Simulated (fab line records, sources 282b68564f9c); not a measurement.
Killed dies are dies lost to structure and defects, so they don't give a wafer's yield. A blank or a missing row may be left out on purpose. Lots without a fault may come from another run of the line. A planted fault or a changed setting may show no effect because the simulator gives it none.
A struck lot beside a sound one | flow rit_cmos | 45 steps out of a route of 202
Sound: wafers L919.1, L919.2, L919.6. Struck: wafers L931.1, L931.2, L931.6. The cause comes at the end.
At each step with rows: each side's tool, then ch and its chambers, then its first start. Under that, the readings that differ: sound wafers | struck wafers | difference of the means | sigmas: that difference in standard deviations of wafers without a fault.
alike: readings whose means differ by less than 2 such deviations, and words and numbers that are the same on both sides. not compared: withheld readings, readings that some wafer has no value for, bounds like >300 that may hide the same value, and numbers for which the record gives no deviation and whose values overlap.
The two part at a step that has a row with sigmas, a row that says differs or no value, or rows on one side only. Numbers that don't overlap but have no deviation are shown without sigmas and don't part them. A reading that every wafer of one side lacks parts them only if that side has two wafers or more.

first, 1 step without rows for these wafers: RIT_ACTIVE_DEVELOP_10 (develop time 50 s).
RIT_ACTIVE_CD_MEAS_11: target cd 1400 nm.
  sound on cd_sem-01, day 2 00:39; struck on cd_sem-01, day 4 12:34
  alike: cd_nm
then, 1 step without rows for these wafers: RIT_ACTIVE_HARDBAKE_12 (time 60 s).
RIT_ACTIVE_ETCH_13: etches Si3N4 in SF6, stops on SiO2, time 210 s, target depth 210 nm.
  sound on rie_diel-04 ch 0,2,3, day 2 00:55; struck on rie_diel-04 ch 0,2,3, day 4 12:50
  alike: drypump_motor_current_A, oes_product_au, throttle_valve_pct
  not compared: rf_hours_counter_h
RIT_ACTIVE_STRIP_14: strips in O2, time 180 s.
  sound on plasma_asher-02 ch 0,1, day 2 01:04; struck on plasma_asher-04 ch 0,1, day 4 12:58
  alike: drypump_motor_current_A, o2_flow_sccm
  not compared: rf_hours_counter_h
RIT_ACTIVE_CD_MEAS_90: target cd 1400 nm.
  sound on cd_sem-02, day 2 01:14; struck on cd_sem-01, day 4 13:08
  alike: cd_nm
then, 4 steps without rows for these wafers: RIT_ACTIVE_CLEAN_15 (cleans in SC1, time 600 s); RIT_ACTIVE_CLEAN_16 (cleans in dHF, time 30 s); RIT_ACTIVE_CLEAN_17 (cleans in SC2, time 600 s); RIT_FOX1_OXIDATION_00 (target thk 350.7 nm, ox time 1130 s).
RIT_FOX1_THK_MEAS_01:
  sound on film_metro-01, day 2 03:08; struck on film_metro-01, day 4 14:59
  alike: FOX1_OXIDE_THK
then, 1 step without rows for these wafers: RIT_FOX1_WET_ETCH_02 (etches SiO2 in BOE, target depth 350 nm, time 390 s).
RIT_FOX2_OXIDATION_00: target thk 350.7 nm, ox time 1130 s.
  sound on furnace-01 ch 0, day 2 03:19; struck on furnace-01 ch 0, day 4 15:10
  reading                                     | sound           | struck            | difference | sigmas
  ox_time_s (s)                               | 1130 1130 1130  | 1356 1356 1356    | +226       |
  model.SiO2_of_FOX2_OXIDATION_00.thk_nm (nm) | 345 350.9 347.5 | 389.8 382.5 382.1 | +37.0      |
  alike: spike_tc_source_C
RIT_FOX2_THK_MEAS_01:
  sound on film_metro-02, day 2 04:38; struck on film_metro-04, day 4 16:29
  reading             | sound       | struck      | difference | sigmas
  FOX2_OXIDE_THK (nm) | 345 351 348 | 390 382 382 | +37        | +5
then, 2 steps without rows for these wafers: RIT_FOX2_CLEAN_02 (cleans in dHF, time 180 s); RIT_FOX2_WET_ETCH_03 (etches Si3N4 in H3PO4, target depth 195 nm, time 2700 s).
RIT_FOX2_THK_MEAS_90:
  sound on film_metro-04, day 2 05:31; struck on film_metro-03, day 4 17:22
  reading                     | sound       | struck      | difference | sigmas
  FIELD_OXIDE_LEFT_1_THK (nm) | 318 323 320 | 363 355 355 | +37        | +5
then, 6 steps without rows for these wafers: RIT_NWELL_HMDS_00 (prime time 60 s); RIT_NWELL_COAT_01 (resist thk 1300 nm); RIT_NWELL_SOFTBAKE_02 (time 60 s); RIT_NWELL_EXPOSE_03 (exposes mask M2, target cd 43900 nm); RIT_NWELL_PEB_04; RIT_NWELL_DEVELOP_05 (develop time 68 s).
RIT_NWELL_OVL_MEAS_06:
  sound on overlay-01, day 2 06:27; struck on overlay-01, day 4 18:26
  alike: NWELL_OVL
then, 2 steps without rows for these wafers: RIT_NWELL_HARDBAKE_07 (time 120 s); RIT_NWELL_IMPLANT_08.
RIT_NWELL_STRIP_09: strips in O2, time 180 s.
  sound on plasma_asher-01 ch 0,1, day 2 06:53; struck on plasma_asher-01 ch 0,1, day 4 18:53
  alike: drypump_motor_current_A, o2_flow_sccm
  not compared: rf_hours_counter_h
RIT_NWELL_TW_MEAS_10:
  sound on film_metro-02, day 2 07:04; struck on film_metro-01, day 4 19:04
  alike: NWELL_TW
then, 6 steps without rows for these wafers: RIT_PWELL_HMDS_00 (prime time 60 s); RIT_PWELL_COAT_01 (resist thk 1300 nm); RIT_PWELL_SOFTBAKE_02 (time 60 s); RIT_PWELL_EXPOSE_03 (exposes mask M3, target cd 43700 nm); RIT_PWELL_PEB_04; RIT_PWELL_DEVELOP_05 (develop time 68 s).
RIT_PWELL_OVL_MEAS_06:
  sound on overlay-01, day 2 08:07; struck on overlay-01, day 4 20:00
  alike: PWELL_OVL
then, 2 steps without rows for these wafers: RIT_PWELL_HARDBAKE_07 (time 120 s); RIT_PWELL_IMPLANT_08.
RIT_PWELL_STRIP_09: strips in O2, time 180 s.
  sound on plasma_asher-02 ch 0,1, day 2 08:34; struck on plasma_asher-02 ch 0,1, day 4 20:26
  alike: drypump_motor_current_A, o2_flow_sccm
  not compared: rf_hours_counter_h
RIT_PWELL_TW_MEAS_10:
  sound on film_metro-04, day 2 08:44; struck on film_metro-04, day 4 20:37
  alike: PWELL_TW
then, 1 step without rows for these wafers: RIT_WELLDRIVE_ANNEAL_00 (time 14700 s).
RIT_WELLDRIVE_RS_MEAS_01: measures by four-point-probe.
  sound on film_metro-02, day 2 13:53; struck on film_metro-02, day 5 01:45
  alike: NWELL_RS
RIT_WELLDRIVE_RS_MEAS_02: measures by four-point-probe.
  sound on film_metro-02, day 2 14:00; struck on film_metro-02, day 5 01:52
  alike: PWELL_RS
RIT_FOX2_THK_MEAS_91:
  sound on film_metro-02, day 2 17:40; struck on film_metro-02, day 5 05:46
  reading                     | sound       | struck      | difference | sigmas
  FIELD_OXIDE_LEFT_2_THK (nm) | 250 256 253 | 295 287 287 | +37        | +5
RIT_SILICIDE_WET_ETCH_00: etches SiO2 in BOE, target depth 14 nm, time 15 s.
  sound on wet_bench-02 ch 1, day 3 14:02; struck on wet_bench-01 ch 1, day 6 00:13
  reading                                     | sound             | struck            | difference | sigmas
  model.SiO2_of_FOX2_OXIDATION_00.thk_nm (nm) | 146.3 151.1 147.2 | 189.6 181.4 181.5 | +36.0      |
RIT_M1_PROBE_99:
  sound on prober-01, day 3 20:55; struck on prober-02, day 6 07:14
  reading                             | sound                | struck               | difference | sigmas
  model.etest.nldd.width_nm (nm)      | 3212 3179 3219       | 3142 3146 3165       | -52        |
  model.etest.pldd.width_nm (nm)      | 3202 3197 3216       | 3131 3153 3152       | -60        |
  model.etest.pplus_sal.width_nm (nm) | 3458 3452 3477       | 3402 3437 3432       | -39        |
  model.etest.pwell.rs_ohm_sq         | 411.8 417.3 417.3    | 430.4 426.2 425.5    | +11.9      |
  model.etest.field_n.vt_v (V)        | 34.08 34.84 34.44    | 39.81 38.87 38.87    | +4.73      |
  model.etest.field_p.vt_v (V)        | -12.96 -12.86 -12.88 | -13.67 -13.55 -13.55 | -0.69      |
  alike: killed_at_M0_to_M3, killed_at_front_end, killed_dies, killed_open, killed_short
  not compared: model.etest.nplus_sal.width_nm, model.etest.field_p_metal.vt_v

WHERE THEY PART
First at RIT_FOX2_THK_MEAS_01; last, within this record, at RIT_FOX2_THK_MEAS_91. Later steps at which nothing parts them and some readings are alike: RIT_M1_PROBE_99.

WHY: what the simulator had put in
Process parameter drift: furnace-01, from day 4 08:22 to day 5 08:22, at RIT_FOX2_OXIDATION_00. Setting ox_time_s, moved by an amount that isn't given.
